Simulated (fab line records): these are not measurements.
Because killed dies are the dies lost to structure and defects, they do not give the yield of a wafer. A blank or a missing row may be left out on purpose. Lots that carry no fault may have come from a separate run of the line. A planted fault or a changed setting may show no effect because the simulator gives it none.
Split-lot trial / flow berkeleyCmos170 / on a route of 331 steps: 5 lots, 23 wafers read

## SPLIT DETAILS
At UCB170_V1_EXPOSE_09 (exposes mask VIA1, target cd 700 nm), the setting doseMj was moved away from the recipe's 37 on 10 of the 23 wafers read, by -6.1% to +7.2%. All remaining wafers had this setting at the recipe value.

## FROM THE SPLIT TO THE READING: what the file shows between them, 5 steps
- UCB170_V1_PEB_10
- UCB170_V1_DEVELOP_11: develop time 45 s
- UCB170_V1_CD_MEAS_12: target cd 700 nm
- UCB170_V1_ETCH_14: etches SiO2 in CHF3/CF4/Ar, stops on Al, target depth 1250 nm, time 291 s
- UCB170_V1_STRIP_15: strips in O2

## THE READING
cdNm (nm) at UCB170_V1_CD_MEAS_90, where the cd target is 700 nm. Fault-free wafers of this fab line usually give 699.8 nm, standard deviation 2.2 nm.

wafer=L077.1; tool, chamber at the split=krfScanner-01, 0; doseMj as run=37; against the recipe=recipe; cdNm, nm=699.6; against lot-mates on the recipe=-
wafer=L077.2; tool, chamber at the split=krfScanner-01, 0; doseMj as run=37; against the recipe=recipe; cdNm, nm=700.7; against lot-mates on the recipe=-
wafer=L077.3; tool, chamber at the split=krfScanner-01, 0; doseMj as run=37.97; against the recipe=+2.6%; cdNm, nm=703.9; against lot-mates on the recipe=+3.4
wafer=L077.5; tool, chamber at the split=krfScanner-01, 0; doseMj as run=37.97; against the recipe=+2.6%; cdNm, nm=701.9; against lot-mates on the recipe=+1.4
wafer=L077.6; tool, chamber at the split=krfScanner-01, 0; doseMj as run=37; against the recipe=recipe; cdNm, nm=701.1; against lot-mates on the recipe=-
wafer=L079.1; tool, chamber at the split=krfScanner-01, 0; doseMj as run=37; against the recipe=recipe; cdNm, nm=699.4; against lot-mates on the recipe=-
wafer=L079.3; tool, chamber at the split=krfScanner-01, 0; doseMj as run=39.68; against the recipe=+7.2%; cdNm, nm=711.5; against lot-mates on the recipe=+11.2
wafer=L079.4; tool, chamber at the split=krfScanner-01, 0; doseMj as run=37; against the recipe=recipe; cdNm, nm=700.9; against lot-mates on the recipe=-
wafer=L079.5; tool, chamber at the split=krfScanner-01, 0; doseMj as run=39.68; against the recipe=+7.2%; cdNm, nm=713.2; against lot-mates on the recipe=+12.9
wafer=L079.6; tool, chamber at the split=krfScanner-01, 0; doseMj as run=37; against the recipe=recipe; cdNm, nm=700.6; against lot-mates on the recipe=-
wafer=L081.1; tool, chamber at the split=krfScanner-02, 0; doseMj as run=36.16; against the recipe=-2.3%; cdNm, nm=700.1; against lot-mates on the recipe=-1.9
wafer=L081.2; tool, chamber at the split=krfScanner-02, 0; doseMj as run=36.16; against the recipe=-2.3%; cdNm, nm=697.8; against lot-mates on the recipe=-4.2
wafer=L081.3; tool, chamber at the split=krfScanner-02, 0; doseMj as run=37; against the recipe=recipe; cdNm, nm=701.1; against lot-mates on the recipe=-
wafer=L081.4; tool, chamber at the split=krfScanner-02, 0; doseMj as run=36.16; against the recipe=-2.3%; cdNm, nm=697.4; against lot-mates on the recipe=-4.6
wafer=L081.6; tool, chamber at the split=krfScanner-02, 0; doseMj as run=37; against the recipe=recipe; cdNm, nm=702.9; against lot-mates on the recipe=-
wafer=L082.1; tool, chamber at the split=krfScanner-01, 0; doseMj as run=37; against the recipe=recipe; cdNm, nm=700.5; against lot-mates on the recipe=-
wafer=L082.3; tool, chamber at the split=krfScanner-01, 0; doseMj as run=37; against the recipe=recipe; cdNm, nm=700.5; against lot-mates on the recipe=-
wafer=L082.6; tool, chamber at the split=krfScanner-01, 0; doseMj as run=37; against the recipe=recipe; cdNm, nm=699.2; against lot-mates on the recipe=-
wafer=L084.2; tool, chamber at the split=krfScanner-02, 0; doseMj as run=34.76; against the recipe=-6.1%; cdNm, nm=686.4; against lot-mates on the recipe=-10.8
wafer=L084.3; tool, chamber at the split=krfScanner-02, 0; doseMj as run=34.76; against the recipe=-6.1%; cdNm, nm=687.9; against lot-mates on the recipe=-9.3
wafer=L084.4; tool, chamber at the split=krfScanner-02, 0; doseMj as run=37; against the recipe=recipe; cdNm, nm=698.0; against lot-mates on the recipe=-
wafer=L084.5; tool, chamber at the split=krfScanner-02, 0; doseMj as run=34.76; against the recipe=-6.1%; cdNm, nm=686.8; against lot-mates on the recipe=-10.4
wafer=L084.6; tool, chamber at the split=krfScanner-02, 0; doseMj as run=37; against the recipe=recipe; cdNm, nm=696.4; against lot-mates on the recipe=-

THE FIT
A straight line over all 23 wafers: cdNm changes by +1.8 nm for each +1% of doseMj; r = +0.95; the points scatter about the line by 1.9 nm.
The same after taking each lot's own level away (the mean of its wafers on the recipe; 23 wafers): +1.62 nm for each +1%; r = +0.98; scatter 1 nm.
The reading moves by 12 nm for the largest change in doseMj, on that fit.
From 697.20 to 702.00 nm: that is the span of the lots' own levels, equal to 2.2 times the standard deviation above.
So the lot-to-lot level changes the slope: the two fits differ.
Check: with one of the wafers moved furthest among these (+7.2%) left out of the fit, the line predicts +11.7 nm for it against its lot-mates. It came out at +11.2 nm against them.

## ADDITIONAL SPLITS CARRIED BY THESE WAFERS
Note: prior to the reading, these wafers also went through further splits. Each is held against what the fit with the lots' levels taken away leaves over:
other split on the same wafers=UCB170_CONTACT_EXPOSE_12 doseMj; wafers away from the commonest value=8; r with cdNm (lot level and that fit taken away)=-0.40
other split on the same wafers=UCB170_M1_SPUTTER_00 powerW; wafers away from the commonest value=7; r with cdNm (lot level and that fit taken away)=-0.22

## THE WHOLE CHAIN: every reading that the file lists as answering this split, in the file's order
step=UCB170_V1_CD_MEAS_12; what it does=target cd 700 nm; reading=cdNm; change (the file's fit)=+1.78 nm for each +1% of the setting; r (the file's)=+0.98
step=UCB170_V1_ETCH_14; what it does=etches SiO2 in CHF3/CF4/Ar, stops on Al, target depth 1250 nm, time 291 s; reading=V1.cdNm (the simulator's own value, which no gauge read); change (the file's fit)=+1.61 nm for each +1% of the setting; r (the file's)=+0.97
step=UCB170_V1_CD_MEAS_90; what it does=target cd 700 nm; reading=cdNm; change (the file's fit)=+1.61 nm for each +1% of the setting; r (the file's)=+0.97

## THE FILE'S OWN FIT
cdNm changes by +1.61 nm for each +1% of doseMj, r = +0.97.
